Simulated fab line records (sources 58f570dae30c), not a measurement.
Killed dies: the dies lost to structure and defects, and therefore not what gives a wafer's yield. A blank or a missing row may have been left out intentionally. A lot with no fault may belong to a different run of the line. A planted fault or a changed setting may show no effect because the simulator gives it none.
fab line records || flow berkeleyCmos170 || part 2 of 2: steps 34 to 47 of 47
record: {"lots": 5, "wafers": 15, "lastDay": 11}
route steps=331 shown NVT@113 PVT@115 GATE@125 FIELD@126 PLDD@145 NLDD@158
lots with no fault: from the same line, run without faults
startH: hours from the record's first day to the start of the lot's first wafer shown || waitH: hours elapsed since this lot's preceding step || " unchanged from the row above || L1.1+2: a row that stands for several wafers || - either no value or no given start || * or withheld: withheld || < > ~ a bound
route shown NAME@n: names a module that has steps shown in the file, with the first one's number in the route || usual: the fault-free wafers' mean and standard deviation || same: alike in all rows || chamber/n: place in a boat || sites: readings site by site || _std_site: standard deviation of those values || _edge_site: inner sites' mean taken away from outer sites' mean || radiusMm: for every site, how far away it sits from the centre of the wafer || mask NAME#n: copy n || behind: the most recent tool/chamber to have shaped the wafer || hold: why the lot was held/for how many hours/how that ended || device: whichever transistor did not switch (one of n, p or np) || end of line: tests of these same wafers at the route's end || step lacking rows: just its recipe || killed: at the first sort, the dies lost to defects and structure; wafer yield is something else || map: a wafer's dies, x killed, . not, _ none there
set.NAME: the setting that was run; set.NAME@STEP: the one run at that earlier step || model.NAME: the simulator's own value behind a step, which no gauge read
lots seen at some steps along the route; tables by step, rows by wafer
services: from which hour (startH, from the record's first day; less than 0 if before it) a tool's chamber was out of use, for how many hours, and why
== steps ==
step: UCB170_PLDD_COAT_01
recipe: {"resist": "KrF", "spinRpm": 1500, "resistThkNm": 900}
{"lot.wafer": "L078.1+2+3", "tool": "lithoTrack-02", "chamber": 0, "startH": 150.90, "waitH": 0.1}
{"lot.wafer": "L082.1+2+6", "tool": "lithoTrack-01", "chamber": 0, "startH": 175.17, "waitH": 0.1}
{"lot.wafer": "L084.1+2+6", "tool": "lithoTrack-04", "chamber": 0, "startH": 187.12, "waitH": 0.1}
{"lot.wafer": "L091.4+5+6", "tool": "lithoTrack-01", "chamber": 0, "startH": 204.19, "waitH": 0.1}
{"lot.wafer": "L096.3+4+5", "tool": "lithoTrack-04", "chamber": 0, "startH": 231.74, "waitH": 0.1}
step: UCB170_PLDD_SOFTBAKE_02
recipe: {"resist": "KrF", "tempC": 131.1, "timeS": 60}
{"lot.wafer": "L078.1+2+3", "tool": "lithoTrack-02", "chamber": 0, "startH": 151.05, "waitH": 0.1}
{"lot.wafer": "L082.1+2+6", "tool": "lithoTrack-01", "chamber": 0, "startH": 175.32, "waitH": 0.1}
{"lot.wafer": "L084.1+2+6", "tool": "lithoTrack-04", "chamber": 0, "startH": 187.27, "waitH": 0.1}
{"lot.wafer": "L091.4+5+6", "tool": "lithoTrack-01", "chamber": 0, "startH": 204.34, "waitH": 0.1}
{"lot.wafer": "L096.3+4+5", "tool": "lithoTrack-04", "chamber": 0, "startH": 231.89, "waitH": 0.1}
step: UCB170_PLDD_EXPOSE_03
recipe: {"maskId": "PSELECT", "na": 0.5, "sigmaOuter": 0.6, "sourceShape": "conventional", "targetCdNm": 1200, "doseMj": 30}
{"lot.wafer": "L078.1+2+3", "tool": "krfScanner-02", "chamber": 0, "startH": 151.20, "waitH": 0.1, "mask": "PSELECT#0"}
{"lot.wafer": "L082.1+2+6", "tool": "krfScanner-02", "chamber": 0, "startH": 175.60, "waitH": 0.2, "mask": "PSELECT#0"}
{"lot.wafer": "L084.1+2+6", "tool": "krfScanner-01", "chamber": 0, "startH": 187.42, "waitH": 0.1, "mask": "PSELECT#0"}
{"lot.wafer": "L091.4+5+6", "tool": "krfScanner-01", "chamber": 0, "startH": 204.54, "waitH": 0.2, "mask": "PSELECT#0"}
{"lot.wafer": "L096.3+4+5", "tool": "krfScanner-01", "chamber": 0, "startH": 232.03, "waitH": 0.1, "mask": "PSELECT#0"}
step: UCB170_PLDD_PEB_04
recipe: {"pebTempC": 130, "pebTimeS": "withheld", "resist": "KrF"}
{"lot.wafer": "L078.1+2+3", "tool": "lithoTrack-04", "chamber": 0, "startH": 151.81, "waitH": 0.6}
{"lot.wafer": "L082.1+2+6", "tool": "lithoTrack-02", "chamber": 0, "startH": 175.72, "waitH": 0.1}
{"lot.wafer": "L084.1+2+6", "tool": "lithoTrack-02", "chamber": 0, "startH": 188.22, "waitH": 0.8}
{"lot.wafer": "L091.4+5+6", "tool": "lithoTrack-02", "chamber": 0, "startH": 204.67, "waitH": 0.1}
{"lot.wafer": "L096.3+4+5", "tool": "lithoTrack-04", "chamber": 0, "startH": 232.15, "waitH": 0.1}
step: UCB170_PLDD_DEVELOP_05
recipe: {"developer": "TMAH", "developTimeS": 45, "resist": "KrF", "devTempC": 21}
{"lot.wafer": "L078.1+2+3", "tool": "lithoTrack-04", "chamber": 0, "startH": "-", "waitH": "-"}
{"lot.wafer": "L082.1+2+6", "tool": "lithoTrack-02", "chamber": 0, "startH": "-", "waitH": "-"}
{"lot.wafer": "L084.1+2+6", "tool": "lithoTrack-02", "chamber": 0, "startH": "-", "waitH": "-"}
{"lot.wafer": "L091.4+5+6", "tool": "lithoTrack-02", "chamber": 0, "startH": "-", "waitH": "-"}
{"lot.wafer": "L096.3+4+5", "tool": "lithoTrack-04", "chamber": 0, "startH": "-", "waitH": "-"}
step: UCB170_PLDD_CD_MEAS_06
recipe: {"targetCdNm": 1200}
usual: {"cdNm": "1200.3/1.6"}
{"lot.wafer": "L078.1", "tool": "cdSem-01", "chamber": "-", "startH": 152.09, "waitH": "-", "cdNm": 1202.0}
{"lot.wafer": "L078.2", "tool": "cdSem-01", "chamber": "-", "startH": 152.09, "waitH": "-", "cdNm": 1201.8}
{"lot.wafer": "L078.3", "tool": "cdSem-01", "chamber": "-", "startH": 152.09, "waitH": "-", "cdNm": 1202.6}
{"lot.wafer": "L082.1", "tool": "cdSem-02", "chamber": "-", "startH": 175.99, "waitH": "-", "cdNm": 1203.5}
{"lot.wafer": "L082.2", "tool": "cdSem-02", "chamber": "-", "startH": 175.99, "waitH": "-", "cdNm": 1205.1}
{"lot.wafer": "L082.6", "tool": "cdSem-02", "chamber": "-", "startH": 175.99, "waitH": "-", "cdNm": 1204.0}
{"lot.wafer": "L084.1", "tool": "cdSem-01", "chamber": "-", "startH": 188.60, "waitH": "-", "cdNm": 1201.7}
{"lot.wafer": "L084.2", "tool": "cdSem-01", "chamber": "-", "startH": 188.60, "waitH": "-", "cdNm": 1200.5}
{"lot.wafer": "L084.6", "tool": "cdSem-01", "chamber": "-", "startH": 188.60, "waitH": "-", "cdNm": 1202.1}
{"lot.wafer": "L091.4", "tool": "cdSem-01", "chamber": "-", "startH": 204.94, "waitH": "-", "cdNm": 1198.8}
{"lot.wafer": "L091.5", "tool": "cdSem-01", "chamber": "-", "startH": 204.94, "waitH": "-", "cdNm": 1201.5}
{"lot.wafer": "L091.6", "tool": "cdSem-01", "chamber": "-", "startH": 204.94, "waitH": "-", "cdNm": 1199.9}
{"lot.wafer": "L096.3", "tool": "cdSem-02", "chamber": "-", "startH": 232.42, "waitH": "-", "cdNm": 1200.2}
{"lot.wafer": "L096.4", "tool": "cdSem-02", "chamber": "-", "startH": 232.42, "waitH": "-", "cdNm": 1201.2}
{"lot.wafer": "L096.5", "tool": "cdSem-02", "chamber": "-", "startH": 232.42, "waitH": "-", "cdNm": 1199.5}
step: UCB170_PLDD_OVL_MEAS_07
usual: {"PLDD_OVL": "-1/5.8"}
{"lot.wafer": "L078.1", "tool": "overlay-01", "chamber": "-", "startH": 152.21, "waitH": 0.1, "PLDD_OVL[nm]": -7}
{"lot.wafer": "L078.2", "tool": "overlay-01", "chamber": "-", "startH": 152.21, "waitH": 0.1, "PLDD_OVL[nm]": -2}
{"lot.wafer": "L078.3", "tool": "overlay-01", "chamber": "-", "startH": 152.21, "waitH": 0.1, "PLDD_OVL[nm]": 4}
{"lot.wafer": "L082.1", "tool": "overlay-01", "chamber": "-", "startH": 176.11, "waitH": 0.1, "PLDD_OVL[nm]": 3}
{"lot.wafer": "L082.2", "tool": "overlay-01", "chamber": "-", "startH": 176.11, "waitH": 0.1, "PLDD_OVL[nm]": 4}
{"lot.wafer": "L082.6", "tool": "overlay-01", "chamber": "-", "startH": 176.11, "waitH": 0.1, "PLDD_OVL[nm]": -2}
{"lot.wafer": "L084.1", "tool": "overlay-02", "chamber": "-", "startH": 188.72, "waitH": 0.1, "PLDD_OVL[nm]": -9}
{"lot.wafer": "L084.2", "tool": "overlay-02", "chamber": "-", "startH": 188.72, "waitH": 0.1, "PLDD_OVL[nm]": -8}
{"lot.wafer": "L084.6", "tool": "overlay-02", "chamber": "-", "startH": 188.72, "waitH": 0.1, "PLDD_OVL[nm]": -9}
{"lot.wafer": "L091.4", "tool": "overlay-02", "chamber": "-", "startH": 205.01, "waitH": 0.1, "PLDD_OVL[nm]": 0}
{"lot.wafer": "L091.5", "tool": "overlay-02", "chamber": "-", "startH": 205.01, "waitH": 0.1, "PLDD_OVL[nm]": 3}
{"lot.wafer": "L091.6", "tool": "overlay-02", "chamber": "-", "startH": 205.01, "waitH": 0.1, "PLDD_OVL[nm]": -5}
{"lot.wafer": "L096.3", "tool": "overlay-02", "chamber": "-", "startH": 232.51, "waitH": 0.1, "PLDD_OVL[nm]": -9}
{"lot.wafer": "L096.4", "tool": "overlay-02", "chamber": "-", "startH": 232.51, "waitH": 0.1, "PLDD_OVL[nm]": -15}
{"lot.wafer": "L096.5", "tool": "overlay-02", "chamber": "-", "startH": 232.51, "waitH": 0.1, "PLDD_OVL[nm]": 0}
step: UCB170_PLDD_IMPLANT_08
recipe: {"species": "BF2", "doseCm2": 5e+13, "energyKev": 10, "tiltDeg": 7, "rotationDeg": 0}
{"lot.wafer": "L078.1+2+3", "tool": "implanter-02", "chamber": 0, "startH": 152.24, "waitH": 0.0}
{"lot.wafer": "L082.1+2+6", "tool": "implanter-02", "chamber": 0, "startH": 176.15, "waitH": 0.0}
{"lot.wafer": "L084.1+2+6", "tool": "implanter-02", "chamber": 0, "startH": 188.76, "waitH": 0.0}
{"lot.wafer": "L091.4+5+6", "tool": "implanter-01", "chamber": 0, "startH": 205.11, "waitH": 0.1}
{"lot.wafer": "L096.3+4+5", "tool": "implanter-02", "chamber": 0, "startH": 232.58, "waitH": 0.1}
step: UCB170_PLDD_IMPLANT_09
recipe: {"species": "BF2", "doseCm2": 5e+13, "energyKev": 10, "tiltDeg": 7, "rotationDeg": 180}
{"lot.wafer": "L078.1+2+3", "tool": "implanter-02", "chamber": 0, "startH": 152.39, "waitH": 0.1}
{"lot.wafer": "L082.1+2+6", "tool": "implanter-02", "chamber": 0, "startH": 176.30, "waitH": 0.1}
{"lot.wafer": "L084.1+2+6", "tool": "implanter-02", "chamber": 0, "startH": 188.91, "waitH": 0.1}
{"lot.wafer": "L091.4+5+6", "tool": "implanter-01", "chamber": 0, "startH": 205.26, "waitH": 0.1}
{"lot.wafer": "L096.3+4+5", "tool": "implanter-02", "chamber": 0, "startH": 232.73, "waitH": 0.1}
step: UCB170_PLDD_STRIP_10
recipe: {"chemistry": "O2", "powerW": 400, "pressureMtorr": 3500, "platenTempC": "withheld", "o2FlowSccm": 400, "overashFraction": 0.5}
usual: {"drypumpMotorCurrentA": "5.92/0.23", "oesProductAu": "0.734/0.0043", "stripTimeToEndpointS": "21.57/0.066"}
{"lot.wafer": "L078.1", "tool": "plasmaAsher-03", "chamber": 0, "startH": 152.54, "waitH": 0.1, "drypumpMotorCurrentA": 6.07, "oesProductAu": 0.736, "rfHoursCounterH": 36, "stripTimeToEndpointS": 21.65}
{"lot.wafer": "L078.2", "tool": "plasmaAsher-03", "chamber": 1, "startH": 152.54, "waitH": 0.1, "drypumpMotorCurrentA": 5.64, "oesProductAu": 0.735, "rfHoursCounterH": 36, "stripTimeToEndpointS": 21.56}
{"lot.wafer": "L078.3", "tool": "plasmaAsher-03", "chamber": 1, "startH": 152.54, "waitH": 0.1, "drypumpMotorCurrentA": 5.65, "oesProductAu": 0.736, "rfHoursCounterH": "-", "stripTimeToEndpointS": 21.56}
{"lot.wafer": "L082.1", "tool": "plasmaAsher-02", "chamber": 1, "startH": 176.45, "waitH": 0.1, "drypumpMotorCurrentA": 6.28, "oesProductAu": 0.726, "rfHoursCounterH": 7, "stripTimeToEndpointS": 21.60}
{"lot.wafer": "L082.2", "tool": "plasmaAsher-02", "chamber": 0, "startH": 176.45, "waitH": 0.1, "drypumpMotorCurrentA": 5.83, "oesProductAu": 0.738, "rfHoursCounterH": 7, "stripTimeToEndpointS": 21.61}
{"lot.wafer": "L082.6", "tool": "plasmaAsher-02", "chamber": 1, "startH": 176.45, "waitH": 0.1, "drypumpMotorCurrentA": 6.28, "oesProductAu": 0.734, "rfHoursCounterH": "-", "stripTimeToEndpointS": 21.58}
{"lot.wafer": "L084.1", "tool": "plasmaAsher-03", "chamber": 1, "startH": 189.06, "waitH": 0.1, "drypumpMotorCurrentA": 5.62, "oesProductAu": 0.731, "rfHoursCounterH": 40, "stripTimeToEndpointS": 21.50}
{"lot.wafer": "L084.2", "tool": "plasmaAsher-03", "chamber": 0, "startH": 189.06, "waitH": 0.1, "drypumpMotorCurrentA": 6.11, "oesProductAu": 0.735, "rfHoursCounterH": 40, "stripTimeToEndpointS": 21.50}
{"lot.wafer": "L084.6", "tool": "plasmaAsher-03", "chamber": 0, "startH": 189.06, "waitH": 0.1, "drypumpMotorCurrentA": 6.11, "oesProductAu": 0.736, "rfHoursCounterH": "-", "stripTimeToEndpointS": 21.49}
{"lot.wafer": "L091.4", "tool": "plasmaAsher-03", "chamber": 0, "startH": 205.37, "waitH": 0.1, "drypumpMotorCurrentA": 6.12, "oesProductAu": 0.733, "rfHoursCounterH": "-", "stripTimeToEndpointS": 21.65}
{"lot.wafer": "L091.5", "tool": "plasmaAsher-03", "chamber": 0, "startH": 205.37, "waitH": 0.1, "drypumpMotorCurrentA": 6.11, "oesProductAu": 0.736, "rfHoursCounterH": "-", "stripTimeToEndpointS": 21.57}
{"lot.wafer": "L091.6", "tool": "plasmaAsher-03", "chamber": 1, "startH": 205.37, "waitH": 0.1, "drypumpMotorCurrentA": 5.63, "oesProductAu": 0.741, "rfHoursCounterH": "-", "stripTimeToEndpointS": 21.65}
{"lot.wafer": "L096.3", "tool": "plasmaAsher-03", "chamber": 0, "startH": 232.87, "waitH": 0.1, "drypumpMotorCurrentA": 6.07, "oesProductAu": 0.728, "rfHoursCounterH": "-", "stripTimeToEndpointS": 21.61}
{"lot.wafer": "L096.4", "tool": "plasmaAsher-03", "chamber": 1, "startH": 232.87, "waitH": 0.1, "drypumpMotorCurrentA": 5.63, "oesProductAu": 0.738, "rfHoursCounterH": "-", "stripTimeToEndpointS": 21.58}
{"lot.wafer": "L096.5", "tool": "plasmaAsher-03", "chamber": 1, "startH": 232.87, "waitH": 0.1, "drypumpMotorCurrentA": 5.64, "oesProductAu": 0.731, "rfHoursCounterH": "-", "stripTimeToEndpointS": 21.60}
step: UCB170_PLDD_TW_MEAS_11
usual: {"PLDD_TW": "1002/9.9"}
{"lot.wafer": "L078.1", "tool": "filmMetro-01", "chamber": "-", "startH": 152.64, "waitH": 0.1, "PLDD_TW": 993}
{"lot.wafer": "L078.2", "tool": "filmMetro-01", "chamber": "-", "startH": 152.64, "waitH": 0.1, "PLDD_TW": 994}
{"lot.wafer": "L078.3", "tool": "filmMetro-01", "chamber": "-", "startH": 152.64, "waitH": 0.1, "PLDD_TW": 996}
{"lot.wafer": "L082.1", "tool": "filmMetro-01", "chamber": "-", "startH": 176.55, "waitH": 0.1, "PLDD_TW": 1000}
{"lot.wafer": "L082.2", "tool": "filmMetro-01", "chamber": "-", "startH": 176.55, "waitH": 0.1, "PLDD_TW": 997}
{"lot.wafer": "L082.6", "tool": "filmMetro-01", "chamber": "-", "startH": 176.55, "waitH": 0.1, "PLDD_TW": 1004}
{"lot.wafer": "L084.1", "tool": "filmMetro-01", "chamber": "-", "startH": 189.16, "waitH": 0.1, "PLDD_TW": 996}
{"lot.wafer": "L084.2", "tool": "filmMetro-01", "chamber": "-", "startH": 189.16, "waitH": 0.1, "PLDD_TW": 992}
{"lot.wafer": "L084.6", "tool": "filmMetro-01", "chamber": "-", "startH": 189.16, "waitH": 0.1, "PLDD_TW": 996}
{"lot.wafer": "L091.4", "tool": "filmMetro-03", "chamber": "-", "startH": 205.46, "waitH": 0.1, "PLDD_TW": 1017}
{"lot.wafer": "L091.5", "tool": "filmMetro-03", "chamber": "-", "startH": 205.46, "waitH": 0.1, "PLDD_TW": 1020}
{"lot.wafer": "L091.6", "tool": "filmMetro-03", "chamber": "-", "startH": 205.46, "waitH": 0.1, "PLDD_TW": 1019}
{"lot.wafer": "L096.3", "tool": "filmMetro-01", "chamber": "-", "startH": 232.95, "waitH": 0.1, "PLDD_TW": 997}
{"lot.wafer": "L096.4", "tool": "filmMetro-01", "chamber": "-", "startH": 232.95, "waitH": 0.1, "PLDD_TW": 998}
{"lot.wafer": "L096.5", "tool": "filmMetro-01", "chamber": "-", "startH": 232.95, "waitH": 0.1, "PLDD_TW": 1002}
step: UCB170_PLDD_CLEAN_12
recipe: {"chemistry": "SPM", "tempC": 120, "timeS": 600}
{"lot.wafer": "L078.1+2+3", "tool": "wetBench-03", "chamber": 3, "startH": 154.79, "waitH": 2.1}
{"lot.wafer": "L082.1+2+6", "tool": "wetBench-01", "chamber": 2, "startH": 176.61, "waitH": 0.1}
{"lot.wafer": "L084.1+2+6", "tool": "wetBench-01", "chamber": 1, "startH": 189.22, "waitH": 0.1}
{"lot.wafer": "L091.4+5+6", "tool": "wetBench-01", "chamber": 0, "startH": 205.49, "waitH": 0.0}
{"lot.wafer": "L096.3+4+5", "tool": "wetBench-01", "chamber": 2, "startH": 232.99, "waitH": 0.0}
step: UCB170_NLDD_HMDS_00
recipe: {"primeTimeS": 60, "primeTempC": 100}
same: {"primeTimeS": 60}
{"lot.wafer": "L078.1+2+3", "tool": "lithoTrack-03", "chamber": 0, "startH": 154.99, "waitH": 0.0}
{"lot.wafer": "L082.1+2+6", "tool": "lithoTrack-03", "chamber": 0, "startH": 177.08, "waitH": 0.3}
{"lot.wafer": "L084.1+2+6", "tool": "lithoTrack-01", "chamber": 0, "startH": 190.31, "waitH": 0.9}
{"lot.wafer": "L091.4+5+6", "tool": "lithoTrack-01", "chamber": 0, "startH": 205.74, "waitH": 0.1}
{"lot.wafer": "L096.3+4+5", "tool": "lithoTrack-02", "chamber": 0, "startH": 233.48, "waitH": 0.3}
step: UCB170_NLDD_COAT_01
recipe: {"resist": "KrF", "spinRpm": 1500, "resistThkNm": 900}
{"lot.wafer": "L078.1+2+3", "tool": "lithoTrack-03", "chamber": 0, "startH": 155.14, "waitH": 0.1}
{"lot.wafer": "L082.1+2+6", "tool": "lithoTrack-03", "chamber": 0, "startH": 177.23, "waitH": 0.1}
{"lot.wafer": "L084.1+2+6", "tool": "lithoTrack-01", "chamber": 0, "startH": 190.46, "waitH": 0.1}
{"lot.wafer": "L091.4+5+6", "tool": "lithoTrack-01", "chamber": 0, "startH": 205.89, "waitH": 0.1}
{"lot.wafer": "L096.3+4+5", "tool": "lithoTrack-02", "chamber": 0, "startH": 233.63, "waitH": 0.1}
== services ==
{"tool": "krfScanner-01", "chamber": "-", "startH": 114.82, "hours": 1.0, "kind": "pm"}
{"tool": "krfScanner-01", "chamber": "-", "startH": 119.88, "hours": 36.0, "kind": "pm"}
{"tool": "implanter-02", "chamber": "-", "startH": 133.83, "hours": 4.3, "kind": "pm"}
{"tool": "implanter-01", "chamber": "-", "startH": 135.05, "hours": 25.3, "kind": "pm"}
{"tool": "plasmaAsher-01", "chamber": "-", "startH": 148.51, "hours": 0.3, "kind": "repair"}
{"tool": "furnace-01", "chamber": "-", "startH": 150.18, "hours": 3.9, "kind": "pm"}
{"tool": "krfScanner-02", "chamber": "-", "startH": 154.75, "hours": 3.7, "kind": "repair"}
{"tool": "krfScanner-02", "chamber": "-", "startH": 158.40, "hours": 0.8, "kind": "pm"}
{"tool": "implanter-01", "chamber": "-", "startH": 161.74, "hours": 9.2, "kind": "pm"}
{"tool": "krfScanner-01", "chamber": "-", "startH": 163.39, "hours": 0.8, "kind": "pm"}
{"tool": "krfScanner-02", "chamber": "-", "startH": 165.10, "hours": 0.6, "kind": "repair"}
{"tool": "krfScanner-01", "chamber": "-", "startH": 172.29, "hours": 1.3, "kind": "pm"}
{"tool": "krfScanner-02", "chamber": "-", "startH": 176.28, "hours": 0.1, "kind": "repair"}
{"tool": "krfScanner-02", "chamber": "-", "startH": 179.69, "hours": 8.9, "kind": "repair"}
{"tool": "implanter-02", "chamber": "-", "startH": 191.50, "hours": 3.1, "kind": "repair"}
{"tool": "wetBench-03", "chamber": "-", "startH": 194.22, "hours": 1.9, "kind": "pm"}
{"tool": "furnace-04", "chamber": "-", "startH": 197.27, "hours": 14.5, "kind": "pm"}
{"tool": "implanter-01", "chamber": "-", "startH": 198.21, "hours": 1.3, "kind": "repair"}
{"tool": "plasmaAsher-01", "chamber": "-", "startH": 203.56, "hours": 14.3, "kind": "repair"}
{"tool": "krfScanner-02", "chamber": "-", "startH": 204.16, "hours": 3.3, "kind": "repair"}
{"tool": "implanter-01", "chamber": "-", "startH": 207.51, "hours": 4.8, "kind": "pm"}
{"tool": "krfScanner-02", "chamber": "-", "startH": 214.35, "hours": 0.2, "kind": "repair"}
{"tool": "krfScanner-02", "chamber": "-", "startH": 226.32, "hours": 1.3, "kind": "pm"}
{"tool": "krfScanner-02", "chamber": "-", "startH": 230.01, "hours": 3.6, "kind": "pm"}
